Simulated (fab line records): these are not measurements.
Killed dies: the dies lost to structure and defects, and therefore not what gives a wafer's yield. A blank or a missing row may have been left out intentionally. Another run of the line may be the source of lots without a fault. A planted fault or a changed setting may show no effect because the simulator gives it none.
One fault seen from 2 desks / flow berkeley_cmos170 / every desk sees just its own numbers, and what lay behind them comes last

== METROLOGY DESK ==
Lot by lot, what the gauges showed, no matter which tool ran the lot: averages of those sampled wafers that carry a number. The brackets show how far a lot's mean lies from the usual mean; more than 4 standard deviations puts the lot out of limits, marked OUT.
Columns: A = PSD_OVL at UCB170_PSD_OVL_MEAS_07, usual 6 nm; B = SILICIDE_TI_RS at UCB170_SILICIDE_RS_MEAS_02, usual 26.2 ohm/sq; C = SILICIDE_TI_THK at UCB170_SILICIDE_THK_MEAS_03, usual 30.3 nm
lot=L509; first seen here=day 7 21:20; A=9; B=25.8; C=30.5
lot=L508; first seen here=day 7 21:36; A=10; B=26.0; C=30.4
lot=L512; first seen here=day 8 21:38; A=5; B=26.1; C=30.4
lot=L510; first seen here=day 8 21:58; A=14; B=26.6; C=30.0
lot=L511; first seen here=day 8 21:59; A=11; B=26.2; C=30.1
lot=L515; first seen here=day 8 22:13; A=18; B=25.9; C=30.6
lot=L513; first seen here=day 8 22:26; A=1; B=26.3; C=30.1
lot=L516; first seen here=day 8 22:28; A=-2; B=26.3; C=30.2
lot=L519; first seen here=day 9 14:16; A=10; B=25.9; C=30.6
lot=L530; first seen here=day 11 19:56; A=15; B=25.8; C=30.7
lot=L529; first seen here=day 11 20:07; A=6; B=26.0; C=30.4
lot=L528; first seen here=day 11 21:53; A=2; B=25.8; C=30.9
lot=L531; first seen here=day 11 22:22; A=11; B=26.0; C=30.6
Result from this desk: across the 13 lots, nothing is out of limits.

== DESK OF THE TOOL OWNER: pvd_sputter-02 ==
The tool's own readings at UCB170_SILICIDE_SPUTTER_01 (material Ti, target thk 30 nm, time 25 s): means of the sampled wafers that have a number, for each lot that ran on this tool. The brackets show how far a lot's mean lies from the usual mean; more than 4 standard deviations puts the lot out of limits, marked OUT.
Columns: A = cathode_dc_power_W at UCB170_SILICIDE_SPUTTER_01, usual 1500.0 W; B = throttle_valve_pct at UCB170_SILICIDE_SPUTTER_01, usual 29.5 %
lot=L510; first seen here=day 9 04:58; A=1499.9; B=28.9
lot=L516; first seen here=day 9 05:48; A=1499.9; B=29.2
lot=L528; first seen here=day 12 01:43; A=1499.8; B=28.8
Result from this desk: across the 3 lots, nothing is out of limits.

== ALL TOGETHER ==
The metrology desk saw nothing out of limits.
The tool owner's desk saw nothing out of limits.

== WHAT WAS PUT IN BY THE SIMULATOR ==
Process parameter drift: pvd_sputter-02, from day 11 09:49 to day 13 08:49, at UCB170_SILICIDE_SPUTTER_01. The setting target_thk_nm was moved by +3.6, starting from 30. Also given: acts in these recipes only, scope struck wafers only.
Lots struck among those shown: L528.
